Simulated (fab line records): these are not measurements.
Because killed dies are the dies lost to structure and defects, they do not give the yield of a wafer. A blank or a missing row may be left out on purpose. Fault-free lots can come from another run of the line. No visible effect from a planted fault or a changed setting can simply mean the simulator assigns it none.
Comparing a struck lot with a sound one :: flow rit_cmos :: 21 out of 202 route steps
Sound: these wafers, L132.3, L132.4, L132.5. The struck wafers were L143.1, L143.4, L143.5. The cause is given at the end.
For every step that has rows: the tool of each side, followed by ch and its chambers, followed by its first start. Under that, the readings that differ: sound wafers :: struck wafers :: difference of the means :: sigmas: that difference in standard deviations of wafers without a fault.
alike: same words and numbers on both sides, and readings whose means sit less than 2 such deviations apart. not compared: any withheld reading, any reading some wafer has no value for, any bound like >300 that may hide the same value, and any number with overlapping values for which the record gives no deviation.
The two part at a step that has a row with sigmas, a row that says differs or no value, or rows on one side only. Non-overlapping numbers with no deviation appear without sigmas and do not part them. A reading that every wafer of one side lacks parts them only if that side has two wafers or more.

first, 2 steps without rows for these wafers: RIT_NSD_HARDBAKE_07 (time 60 s); RIT_NSD_IMPLANT_08.
RIT_NSD_STRIP_09: strips in O2, time 180 s.
  sound on plasma_asher-02 ch 0,1, day 4 00:42; struck on plasma_asher-04 ch 0,1, day 6 06:46
  alike: drypump_motor_current_A
  not compared: rf_hours_counter_h
RIT_NSD_TW_MEAS_10:
  sound: film_metro-04 at day 4 00:50; struck: film_metro-01 at day 6 06:56
  alike: NSD_TW
then, 6 steps without rows for these wafers: RIT_PSD_HMDS_00 (prime time 60 s); RIT_PSD_COAT_01 (resist thk 1000 nm); RIT_PSD_SOFTBAKE_02 (time 60 s); RIT_PSD_EXPOSE_03 (exposes mask M10, target cd 40900 nm); RIT_PSD_PEB_04; RIT_PSD_DEVELOP_05 (develop time 50 s).
RIT_PSD_OVL_MEAS_06:
  sound: overlay-01 at day 4 01:44; struck: overlay-01 at day 6 07:58
  alike: PSD_OVL
then, 1 step without rows for these wafers: RIT_PSD_HARDBAKE_07 (time 60 s).
RIT_PSD_IMPLANT_08:
  sound on implanter-01 ch 0, day 4 01:58; struck on implanter-01 ch 0, day 6 08:10
reading: beam_energy_keV
sound: 26.994 26.995 27.000
struck: 30.508 30.529 30.511
difference: +3.520
sigmas: +99 or more

reading: model.implant.rp_nm (nm)
sound: 22.49 22.49 22.49
struck: 24.26 24.26 24.26
difference: +1.77
sigmas: 

reading: model.implant.drp_nm (nm)
sound: 12.05 12.05 12.05
struck: 13.13 13.13 13.13
difference: +1.08
sigmas: 
RIT_PSD_STRIP_09: strips in O2, time 180 s.
  sound on plasma_asher-04 ch 0,1, day 4 02:07; struck on plasma_asher-04 ch 0,1, day 6 08:19
  alike: drypump_motor_current_A
  not compared: rf_hours_counter_h
RIT_PSD_TW_MEAS_10:
  sound: film_metro-04 at day 4 02:16; struck: film_metro-01 at day 6 08:43
reading: PSD_TW
sound: 3411 3397 3436
struck: 3570 3555 3543
difference: +141
sigmas: +7
  not compared: hold
then, 2 steps without rows for these wafers: RIT_SDANNEAL_CLEAN_01 (cleans in dHF, time 30 s); RIT_SDANNEAL_CLEAN_02 (cleans in SC2, time 600 s).
RIT_SDANNEAL_RTA_03: time 5 s.
  sound on rtp_anneal-02 ch 0, day 4 02:41; struck on rtp_anneal-01 ch 0, day 6 10:49
  alike: wafer_temp_C_max
RIT_SDANNEAL_RS_MEAS_04: measurement is done with a four-point probe.
  sound: film_metro-01 at day 4 02:46; struck: film_metro-01 at day 6 11:19
reading: PSD_RS (ohm/sq)
sound: 115.7 115.7 115.4
struck: 108.8 108.5 108.6
difference: -7.0
sigmas: -19
  not compared: hold
RIT_SDANNEAL_RS_MEAS_05: measurement is done with a four-point probe.
  sound: film_metro-01 at day 4 02:53; struck: film_metro-01 at day 6 16:45
reading: hold
sound: - - -
struck: await_dispo/5.3h/release await_dispo/5.3h/release await_dispo/5.3h/release
difference: no value on the sound wafers
sigmas: 
  alike: NSD_RS
RIT_M1_PROBE_99:
  sound: prober-01 at day 4 10:13; struck: prober-02 at day 7 00:02
  alike: killed_at_front_end, killed_dies, killed_open, killed_short

## WHERE THEY PART
Earliest at RIT_PSD_IMPLANT_08; latest, in this record, at RIT_SDANNEAL_RS_MEAS_05. Later steps at which nothing parts them and some readings are alike: RIT_M1_PROBE_99.

WHY: whatever the simulator had introduced
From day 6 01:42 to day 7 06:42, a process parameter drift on implanter-01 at RIT_PSD_IMPLANT_08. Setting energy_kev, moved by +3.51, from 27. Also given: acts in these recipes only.
